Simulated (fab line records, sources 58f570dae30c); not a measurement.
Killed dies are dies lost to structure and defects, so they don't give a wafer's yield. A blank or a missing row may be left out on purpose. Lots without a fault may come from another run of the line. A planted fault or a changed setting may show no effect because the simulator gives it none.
One fault seen from 2 desks | flow berkeley_cmos170 | each desk has only its own numbers; what lay behind them comes last

THE TOOL OWNER'S DESK: rie_metal-04
The tool's own readings at UCB170_M3_METAL_ETCH_18 (etches Al in Cl2/BCl3, stops on SiO2, target depth 1170 nm, time 195 s): means of the sampled wafers that have a number, for each lot that ran on this tool. A lot is out of limits, marked OUT, if its mean lies more than 4 standard deviations from the usual mean; the brackets give that distance.
Columns: A = bias_w at UCB170_M3_METAL_ETCH_18, usual 119.9 W; B = drypump_motor_current_A at UCB170_M3_METAL_ETCH_18, usual 5.6 A; C = oes_product_au at UCB170_M3_METAL_ETCH_18, usual 0.859 a.u.; D = rf_fwd_power_W at UCB170_M3_METAL_ETCH_18, usual 597.8 W; E = throttle_valve_pct at UCB170_M3_METAL_ETCH_18, usual 24.43 %
lot  | first seen here | A     | B   | C     | D     | E
L126 | day 9 05:25     | 119.9 | 5.8 | 0.864 | 597.7 | 24.29
L134 | day 11 02:32    | 120.0 | 5.6 | 0.858 | 597.6 | 24.28
L145 | day 14 02:04    | 119.6 | 5.5 | 0.860 | 598.1 | 24.30
This desk's finding: nothing out of limits on any of the 3 lots.

THE METROLOGY DESK
What the gauges read, lot by lot, whatever tool the lot ran on: means of the sampled wafers that have a number. A lot is out of limits, marked OUT, if its mean lies more than 4 standard deviations from the usual mean; the brackets give that distance.
Columns: A = cd_nm at UCB170_M3_CD_MEAS_15, usual 700.4 nm; B = M3_OVL at UCB170_M3_OVL_MEAS_16, usual -1 nm; C = cd_nm at UCB170_M3_CD_MEAS_90, usual 699 nm; D = M3_BOW at UCB170_M3_BOW_MEAS_20, usual 34 um
lot  | first seen here | A     | B   | C   | D
L124 | day 8 15:18     | 700.7 | 8   | 700 | 31
L126 | day 9 05:13     | 700.6 | -4  | 700 | 30
L136 | day 11 00:37    | 700.6 | -0  | 695 | 40
L134 | day 11 02:21    | 700.2 | -10 | 699 | 32
L145 | day 14 01:50    | 700.0 | 4   | 697 | 34
This desk's finding: nothing out of limits on any of the 5 lots.

PUT TOGETHER
The tool owner's desk saw nothing out of limits.
The metrology desk saw nothing out of limits.

WHAT THE SIMULATOR HAD PUT IN
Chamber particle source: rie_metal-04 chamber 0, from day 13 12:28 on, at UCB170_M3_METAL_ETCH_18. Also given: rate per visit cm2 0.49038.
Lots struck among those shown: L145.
